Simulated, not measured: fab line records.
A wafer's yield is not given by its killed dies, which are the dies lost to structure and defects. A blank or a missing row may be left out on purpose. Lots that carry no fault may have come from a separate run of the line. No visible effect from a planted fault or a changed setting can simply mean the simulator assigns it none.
Problem report, 8D (eight disciplines) form, completed by code	flow berkeley cmos170	the parts of the form that need people (team, actions taken, sign-off) are left out

== 1. WHAT IS WRONG ==
Mean of run length s at UCB170_M1_METAL_ETCH_12: 133.6 s across 3 wafers in 2 lots; on wafers with no fault it is 158.2 s (standard deviation 0.51). Relative to the usual mean, that is a shift of -48 standard deviations.
The step: etches Al in Cl2/BCl3, stops on PSG, target depth 780 nm, time 130 s.
Earliest sighting: wafer L504.2 on rie metal-03 at day 10 06:49. Wafers with a number at this step in the record: 42, from 14 lots. Rule for "out" (also "out of limits"): further than 4 standard deviations from the usual mean. The rest of the wafers with a number are treated as sound.

== 2. WHAT THIS IS AND IS NOT ==
question	is	is not
which readings at this step	run length s, oes product au	drypump motor current A, throttle valve pct
which lots	L504, L505	L489, L490, L492, L494, L495, L497, L498, L500, L508, L509, L510, L512
which wafers of those lots	L504.2, L504.6, L505.4	L504.1, L505.1, L505.5
read on which tools	rie metal-03	rie metal-01, rie metal-02
when	from day 10 06:49	up to then (25 sound wafers); but 14 sound wafers of L505, L508, L509, L510, L512 came after

== 3. SUSPECTS, AND WHAT RULES EACH OUT ==
Counting: a tool at a process step up to the reading stays a suspect if it ran every lot that is out. Sound lots after the first of them don't rule it out here, since some wafers of a struck lot are sound.
- plasma asher-04 at UCB170_NSD_STRIP_09 (strips in O2): kept. It ran every lot that is out, first L504 (day 9 22:38); its last sound lot up to then is L500 (day 8 18:41).
- rie metal-03 at UCB170_M1_METAL_ETCH_12 (etches Al in Cl2/BCl3, stops on PSG, target depth 780 nm, time 130 s): kept. It ran every lot that is out, first L504 (day 10 06:49); its last sound lot up to then is L497 (day 8 15:09). Its own oes product au, run length s readings are out on those wafers.
- Within rie metal-03 at UCB170_M1_METAL_ETCH_12, the wafers that are out were processed in chamber 0 and their sound lot-mates in chamber 1.
What counting leaves: plasma asher-04 at UCB170_NSD_STRIP_09 and rie metal-03 at UCB170_M1_METAL_ETCH_12.

== 4. THE CAUSE (what the simulator had put in) ==
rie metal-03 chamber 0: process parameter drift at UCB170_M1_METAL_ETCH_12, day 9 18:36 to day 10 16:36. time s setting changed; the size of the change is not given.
After counting, 2 suspects remain, this tool included.

== 5. THE EFFECT CHAIN, in route order ==
Each row: a reading whose mean over the struck wafers that have a number lies more than 3 standard deviations from the usual. Readings are gone through only where the record gives a usual standard deviation; hours: the median, over the lots, of the time from a lot's start at the first step in this table giving one to that lot's start at this step; sigmas: the change measured in usual standard deviations.
hours	step	reading	usual	on struck wafers	change	sigmas
0	UCB170_M1_METAL_ETCH_12	oes product au	0.853 a.u.	0.968	+0.115	+6.8
0	UCB170_M1_METAL_ETCH_12	run length s	158.2 s	133.6	-24.6	-48
Its process steps:
- UCB170_M1_METAL_ETCH_12: etches Al in Cl2/BCl3, stops on PSG, target depth 780 nm, time 130 s.
Later steps that measure or inspect, where all struck wafers having a row at the step show a number for every such reading and not one has moved that far: UCB170_M1_CD_MEAS_90, UCB170_V1_BOW_MEAS_03.

== 6. WHAT WOULD HAVE CAUGHT IT SOONER ==
The fault began at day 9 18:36; the first out-of-limits reading in this record came at day 10 06:49, 12 hours later.
